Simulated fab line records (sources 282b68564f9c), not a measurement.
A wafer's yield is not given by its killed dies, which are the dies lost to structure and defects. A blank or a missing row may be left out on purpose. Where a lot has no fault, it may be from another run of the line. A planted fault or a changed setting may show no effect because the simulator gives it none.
Split-lot trial	flow rit cmos	route with 202 steps; 5 lots, 23 wafers read

== ABOUT THE SPLIT ==
At RIT_GATE_DEVELOP_15 (develop time 50 s), the setting develop time s was moved away from the recipe's 50 s on 11 of the 23 wafers read, by +4.2% to +13.4%. This setting was run at the recipe's value on the other wafers.

== FROM THE SPLIT TO THE READING: what the file shows between them, 19 steps ==
- RIT_GATE_HARDBAKE_18: time 60 s
- RIT_GATE_ETCH_19: etches poly-Si in SF6/CHF3/O2, stops on SiO2, time 165 s, target depth 312.5 nm
- RIT_NLDD_IMPLANT_08 (also split here: dose cm2)
- RIT_NLDD_STRIP_09: strips in O2, time 180 s
- RIT_NLDD_TW_MEAS_10
- RIT_SPACER_CVD_03: deposits Si3N4 from SiH2Cl2/NH3, target thk 250 nm, time 3300 s (also split here: time s)
- RIT_SPACER_THK_MEAS_04
- RIT_SPACER_ETCHBACK_05: etches Si3N4 in SF6/CHF3, stops on SiO2, target depth 250 nm, time 240 s
- RIT_NSD_IMPLANT_08 (also split here: energy kev)
- RIT_SDANNEAL_CLEAN_00: cleans in SC1, time 600 s (also split here: time s)
- RIT_SDANNEAL_CLEAN_01: cleans in dHF, time 30 s
- RIT_SDANNEAL_CLEAN_02: cleans in SC2, time 600 s
- RIT_SDANNEAL_RS_MEAS_07: measures by four-point-probe
- RIT_CONTACT_CVD_00: deposits SiO2 from TEOS, target thk 400 nm, time 61 s (also split here: time s)
- RIT_CONTACT_THK_MEAS_01
- RIT_CONTACT_HMDS_02: prime time 60 s
- RIT_CONTACT_COAT_03: resist thk 1000 nm
- RIT_CONTACT_HARDBAKE_10: time 60 s
- RIT_CONTACT_ETCH_11: etches SiO2 in CHF3/CF4/Ar, stops on TiSi2, target depth 480 nm, time 320 s

== THE READING ==
etest.npoly line.line ohm um (the simulator's own value, which no gauge read), at RIT_M1_PROBE_99. The file does not state a usual value for it. Here, 12 wafers ran the recipe; their average is 172.8 with a standard deviation of 9.6.

wafer	tool, chamber at the split	develop time s as run, s	against the recipe	etest.npoly line.line ohm um	against lot-mates on the recipe
L074.1	litho track-04, 0	52.12	+4.2%	208.7	+23.4
L074.2	litho track-04, 0	50	recipe	195.7	-
L074.3	litho track-04, 0	50	recipe	174.8	-
L074.4	litho track-04, 0	52.12	+4.2%	188.6	+3.3
L074.6	litho track-04, 0	52.12	+4.2%	189.8	+4.6
L079.1	litho track-03, 0	50	recipe	164.8	-
L079.2	litho track-03, 0	56.69	+13.4%	225.5	+61.4
L079.4	litho track-03, 0	56.69	+13.4%	220.3	+56.2
L079.5	litho track-03, 0	56.69	+13.4%	234	+69.9
L079.6	litho track-03, 0	50	recipe	163.4	-
L080.2	litho track-02, 0	53.23	+6.5%	183.9	+8.5
L080.3	litho track-02, 0	50	recipe	182.3	-
L080.4	litho track-02, 0	50	recipe	165.4	-
L080.5	litho track-02, 0	53.23	+6.5%	183.9	+8.5
L080.6	litho track-02, 0	50	recipe	178.4	-
L082.1	litho track-04, 0	52.28	+4.6%	185.9	+13.1
L082.2	litho track-04, 0	52.28	+4.6%	192.8	+20.0
L082.4	litho track-04, 0	50	recipe	163.7	-
L082.5	litho track-04, 0	52.28	+4.6%	186	+13.2
L082.6	litho track-04, 0	50	recipe	182	-
L085.1	litho track-04, 0	50	recipe	170.2	-
L085.3	litho track-04, 0	50	recipe	167	-
L085.4	litho track-04, 0	50	recipe	165.7	-

FIT RESULTS
A straight line over all 23 wafers: etest.npoly line.line ohm um changes by +3.84 for each +1% of develop time s; r = +0.88; the points scatter about the line by 9.8.
The same after taking each lot's own level away (the mean of its wafers on the recipe; 23 wafers): +4.3 for each +1%; r = +0.91; scatter 9.3.
That fit puts the effect of the largest move of develop time s on the reading at 58.
The span of the lots' own levels, 164.10 to 185.25, comes to 2.2 times the standard deviation stated above.
Thus the slope moves with the lot-to-lot level: the two fits are different.
Check: for one of the wafers moved furthest among these (+13.4%), held out of the fit, the line's prediction against its lot-mates is +52.7. It came out at +61.4 against them.

== THE OTHER SPLITS THESE WAFERS WENT THROUGH ==
Other splits were also applied to these wafers ahead of the reading. Each is held against what the fit with the lots' levels taken away leaves over:
other split on the same wafers	wafers away from the commonest value	r with etest.npoly line.line ohm um (lot level and that fit taken away)
RIT_PRETRO_SOFTBAKE_02 time s	9	-0.09
RIT_GATE_COAT_11 resist thk nm	9	-0.38
RIT_NLDD_IMPLANT_08 dose cm2	8	+0.06
RIT_SPACER_CVD_03 time s	15	+0.21
RIT_NSD_IMPLANT_08 energy kev	10	+0.38
RIT_SDANNEAL_CLEAN_00 time s	15	-0.24
RIT_CONTACT_CVD_00 time s	9	-0.55

== THE WHOLE CHAIN: every reading that the file lists as answering this split, in the file's order ==
step	what it does	reading	change (the file's fit)	r (the file's)
RIT_M1_PROBE_99		etest.pmos_0p15.r on ohm um (the simulator's own value, which no gauge read)	-42.9 for each +1% of the setting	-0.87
RIT_M1_PROBE_99		etest.pmos_0p3.r on ohm um (the simulator's own value, which no gauge read)	-43.5 for each +1% of the setting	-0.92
RIT_M1_PROBE_99		etest.pmos turned.r on ohm um (the simulator's own value, which no gauge read)	-44.2 for each +1% of the setting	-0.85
RIT_M1_PROBE_99		etest.nmos_0p15.drive ua um (the simulator's own value, which no gauge read)	+9.12 for each +1% of the setting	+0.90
RIT_M1_PROBE_99		etest.pmos_0p15.drive ua um (the simulator's own value, which no gauge read)	+5.68 for each +1% of the setting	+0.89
RIT_M1_PROBE_99		etest.npoly line.line ohm um (the simulator's own value, which no gauge read)	+3.87 for each +1% of the setting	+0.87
RIT_GATE_ETCH_19	etches poly-Si in SF6/CHF3/O2, stops on SiO2, time 165 s, target depth 312.5 nm	GATE.cd nm (the simulator's own value, which no gauge read)	-1.62 nm for each +1% of the setting, in a fit together with resist thk nm@GATE_COAT_11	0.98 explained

== FILE'S OWN FIT ==
etest.npoly line.line ohm um changes by +3.87 for each +1% of develop time s, r = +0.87.
